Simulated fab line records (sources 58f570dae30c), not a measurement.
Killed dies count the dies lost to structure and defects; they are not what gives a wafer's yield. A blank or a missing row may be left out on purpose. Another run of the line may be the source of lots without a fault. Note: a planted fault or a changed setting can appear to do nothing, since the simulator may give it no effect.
Problem report, 8D (eight disciplines) form, completed by code    flow berkeleyCmos170    the parts of the form that need people (team, actions taken, sign-off) are left out

1. PROBLEM STATEMENT
Across 6 wafers from 2 lots, GATE_OXIDE_THK at UCB170_GATE_THK_MEAS_02 averages 5.85 nm, while fault-free wafers read 6.61 nm with a standard deviation of 0.12. That puts it -6.4 standard deviations away from the usual mean.
The first sign was on wafer L705.2 at day 8 06:36, on filmMetro-04. Wafers with a number at this step in the record: 27, from 9 lots. Rule for "out", or "out of limits": more than 4 standard deviations from the usual mean. All remaining wafers that have a number are taken as sound.

2. WHAT IT IS AND WHAT IT IS NOT
question                     is                          is not
which readings at this step  GATE_OXIDE_THK              -
which lots                   L705, L706                  L695, L696, L697, L698, L700, L714, L715
which wafers of those lots   all that have a number      -
read on which gauges         filmMetro-02, filmMetro-04  filmMetro-03
when                         from day 8 06:36            up to then (15 sound wafers); but 6 sound wafers of L714, L715 came after

3. WHAT RULES OUT EACH SUSPECT
Counting: a tool stays on the suspect list if, at a process step up to the reading, it processed all lots that are out and no sound lot following the first of them.
- ruled out: the gauge at UCB170_GATE_THK_MEAS_02. Those wafers that are out were read across 2 gauges (filmMetro-02, filmMetro-04).
- furnace-04 at UCB170_GATE_OXIDATION_01 (target thk 6.6 nm, ox time 1800 s): kept. It processed each lot that is out, first L705 at day 8 05:05, and no sound lot thereafter; up to then, the last sound lot it processed was L695 at day 5 14:34. On those wafers its own readings are out: spikeTcCentreC, spikeTcSourceC, tubeCenterTempC, tube_center_temp_C_max.
Left after counting: furnace-04 at UCB170_GATE_OXIDATION_01.

4. THE CAUSE (what the simulator had put in)
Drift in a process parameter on furnace-04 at UCB170_GATE_OXIDATION_01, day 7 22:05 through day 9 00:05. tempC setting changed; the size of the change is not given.
This tool alone remained once counting was done.

5. THE EFFECT CHAIN, in route order
One row per reading whose mean, taken over the struck wafers that have a number, lies over 3 standard deviations from the usual. Only readings for which the record gives a usual standard deviation are gone through. hours: the time from each lot's start at the first step in this table that gives one to its start at this step, as a median over the lots. sigmas: the change in usual standard deviations.
hours  step                      reading                 usual    on struck wafers  change  sigmas
0      UCB170_GATE_OXIDATION_01  spikeTcCentreC          851.9 C  843.1             -8.8    -9.1
0      UCB170_GATE_OXIDATION_01  spikeTcSourceC          869.8 C  859.6             -10.2   -4.9
0      UCB170_GATE_OXIDATION_01  tubeCenterTempC         850 C    841               -9      -99 or more
0      UCB170_GATE_OXIDATION_01  tube_center_temp_C_max  852.2    843.4             -8.8    -26
2      UCB170_GATE_THK_MEAS_02   GATE_OXIDE_THK          6.61 nm  5.85              -0.76   -6.4
The process steps in it:
- UCB170_GATE_OXIDATION_01: target thk 6.6 nm, ox time 1800 s.
Later measuring or inspecting steps at which every struck wafer that the step has a row for has a number for every such reading, and none has moved that far: UCB170_GATE_CD_MEAS_90.

6. WHAT WOULD HAVE CAUGHT IT SOONER
Counted from the fault's start at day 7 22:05, it took 9 hours until the first out-of-limits reading at a measuring or inspecting step in this record, taken at day 8 06:36.
The tool's own readings at UCB170_GATE_OXIDATION_01 were out on every struck wafer that the step has a row for (spikeTcCentreC, spikeTcSourceC, tubeCenterTempC, tube_center_temp_C_max): an alarm limit on them would have fired on the first of those.
L706, from the lots that are out (2), started UCB170_GATE_OXIDATION_01 on furnace-04 later than day 8 06:36. Putting the tool on hold at that point would have spared it.
